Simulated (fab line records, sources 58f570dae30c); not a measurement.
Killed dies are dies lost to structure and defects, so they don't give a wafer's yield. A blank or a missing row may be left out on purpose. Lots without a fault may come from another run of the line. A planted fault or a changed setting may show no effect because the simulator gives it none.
Which tool did it? | flow berkeley_cmos170 | 15 lots, 45 wafers sampled, at 2 steps of a route of 331

WHAT THE GAUGES READ, wafer by wafer
UCB170_PWELL_TW_MEAS_17. Usual: PWELL_TW 379.0, standard deviation 1.7.
lot  | measured    | on            | PWELL_TW          | flag
L390 | day 3 07:29 | film_metro-03 | 378.3 377.5 377.6 |
L391 | day 3 13:22 | film_metro-01 | 381.3 380.5 382.8 |
L389 | day 3 13:27 | film_metro-04 | 377.6 378.0 376.8 |
L394 | day 4 01:26 | film_metro-01 | 469.0 467.4 466.5 | OFF
L393 | day 4 01:23 | film_metro-04 | 384.6 380.3 379.6 |
L396 | day 5 00:19 | film_metro-03 | 468.9 466.8 469.4 | OFF
L400 | day 5 15:40 | film_metro-03 | 464.3 464.2 466.6 | OFF
L404 | day 6 10:17 | film_metro-04 | 379.7 379.5 379.9 |
L403 | day 6 10:33 | film_metro-03 | 376.7 379.1 377.9 |
L406 | day 7 05:12 | film_metro-04 | 382.3 381.2 380.9 |
L410 | day 7 11:08 | film_metro-04 | 383.2 384.3 381.7 |
L409 | day 7 11:23 | film_metro-03 | 378.5 379.9 378.7 |
L408 | day 7 11:31 | film_metro-01 | 378.2 378.4 378.4 |
L411 | day 8 04:55 | film_metro-04 | 380.9 378.0 377.6 |
L412 | day 8 05:10 | film_metro-04 | 379.3 379.0 379.8 |

WHICH TOOL RAN EACH LOT (tool, then ch and the chambers of the sampled wafers, then the start)
lot  | UCB170_PWELL_IMPLANT_15
L390 | implanter-04 ch 0, day 3 07:16
L391 | implanter-04 ch 0, day 3 13:07
L389 | implanter-02 ch 0, day 3 13:14
L394 | implanter-04 ch 0, day 4 00:53
L393 | implanter-03 ch 0, day 4 01:08
L396 | implanter-04 ch 0, day 4 23:34
L400 | implanter-03 ch 0, day 5 15:02
L404 | implanter-04 ch 0, day 6 10:02
L403 | implanter-03 ch 0, day 6 10:20
L406 | implanter-02 ch 0, day 7 04:57
L410 | implanter-04 ch 0, day 7 10:53
L409 | implanter-02 ch 0, day 7 11:10
L408 | implanter-03 ch 0, day 7 11:16
L411 | implanter-04 ch 0, day 8 04:43
L412 | implanter-04 ch 0, day 8 04:55
- UCB170_PWELL_IMPLANT_15

WHAT THE TOOLS THEMSELVES READ (means of the sampled wafers that have a number; where no wafer has one, the mark that the record gives instead)
The record holds no such reading with a usual standard deviation.

THE ANSWER, worked out from the rows above alone
Rule: a lot is off if the mean of its wafers that have a number lies more than 3 standard deviations from the usual mean. A lot without any number at a reading at which 4 lots or more have one is off too. The other lots that the step has rows for count as sound. The gauges are gone through in route order, then the tools' own readings, and for those a lot's mean is taken as printed above. The first step at which some lot is off is used, and at that step the reading that is off furthest; a lot without a number counts as furthest.
Off: L394, L396, L400, at UCB170_PWELL_TW_MEAS_17 (PWELL_TW).
A tool fits if, at a process step before that reading, it ran every lot that is off, and no sound lot after the first of them. The gauges at UCB170_PWELL_TW_MEAS_17 are tried like those tools. None of those tried fits.

WHAT THE SIMULATOR HAD PUT IN
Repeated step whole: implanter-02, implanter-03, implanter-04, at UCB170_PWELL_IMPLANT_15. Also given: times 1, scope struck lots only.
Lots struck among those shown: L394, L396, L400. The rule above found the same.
